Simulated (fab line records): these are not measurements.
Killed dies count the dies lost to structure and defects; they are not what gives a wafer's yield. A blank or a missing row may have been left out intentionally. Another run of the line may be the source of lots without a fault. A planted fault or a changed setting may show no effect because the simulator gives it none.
The tool behind it: which one? | flow berkeley cmos170 | 21 wafers from 7 lots sampled at 2 of the route's 331 steps

WHAT THE GAUGES READ, wafer by wafer
UCB170_PWELL_THK_MEAS_06.
lot  | measured    | on            | PWELL_NITRIDE_THK (nm)
L753 | day 3 16:13 | film metro-02 | 217.4 216.9 217.7
L755 | day 3 16:14 | film metro-03 | 221.3 223.1 220.5
L757 | day 4 12:07 | film metro-02 | 219.2 221.4 220.7
L762 | day 5 11:05 | film metro-02 | 222.6 221.2 220.2
L768 | day 6 15:49 | film metro-02 | 248.4 247.8 247.3
L772 | day 7 17:21 | film metro-02 | 216.6 218.7 217.5
L774 | day 7 17:23 | film metro-03 | 218.2 219.7 219.0

EACH LOT AND THE TOOL THAT RAN IT (in order: tool; ch and the chambers of the sampled wafers; start)
lot  | UCB170_PWELL_CVD_05
L753 | lpcvd-02 ch 1, day 3 14:17
L755 | lpcvd-02 ch 1, day 3 14:17
L757 | lpcvd-02 ch 0, day 4 10:12
L762 | lpcvd-01 ch 0, day 5 09:08
L768 | lpcvd-01 ch 1, day 6 13:53
L772 | lpcvd-02 ch 1, day 7 15:25
L774 | lpcvd-02 ch 1, day 7 15:25
- UCB170_PWELL_CVD_05: deposits Si3N4 from SiH2Cl2/NH3, target thk 220 nm, time 3300 s.

THE ANSWER, worked out from the rows above alone
Rule: the usual values come from the lots themselves. The widest of any qualifying gaps counts: lots, ordered by their means at a reading, are off when they make up no more than a third of the lots, leave a main group of 4 or more, and stand apart from it by 3 or more times the standard deviation of that group's means. The tables above print the reading to a certain number of digits; a main group whose means all agree to those digits is not used. A lot without any number at a reading at which 4 lots or more have one is off too. All remaining lots with rows at the step are treated as sound.
Off: L768, at UCB170_PWELL_THK_MEAS_06 (PWELL_NITRIDE_THK). For the main group the mean is 219.6 nm and the standard deviation 1.7.
A tool fits if, at a process step before that reading, it ran every lot that is off, and no sound lot after the first of them. Those tools and the gauges at UCB170_PWELL_THK_MEAS_06 are tried in the same way. One fits: UCB170_PWELL_CVD_05 on lpcvd-01. Its last sound lot is L762 (day 5 09:08), its first lot that is off L768 (day 6 13:53): a fault that began between those two fits.

WHAT HAD BEEN PUT IN BY THE SIMULATOR
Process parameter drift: lpcvd-01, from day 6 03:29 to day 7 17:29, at UCB170_PWELL_CVD_05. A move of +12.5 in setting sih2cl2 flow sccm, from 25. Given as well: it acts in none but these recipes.
Lots struck among those shown: L768. The rule given above showed the same thing.
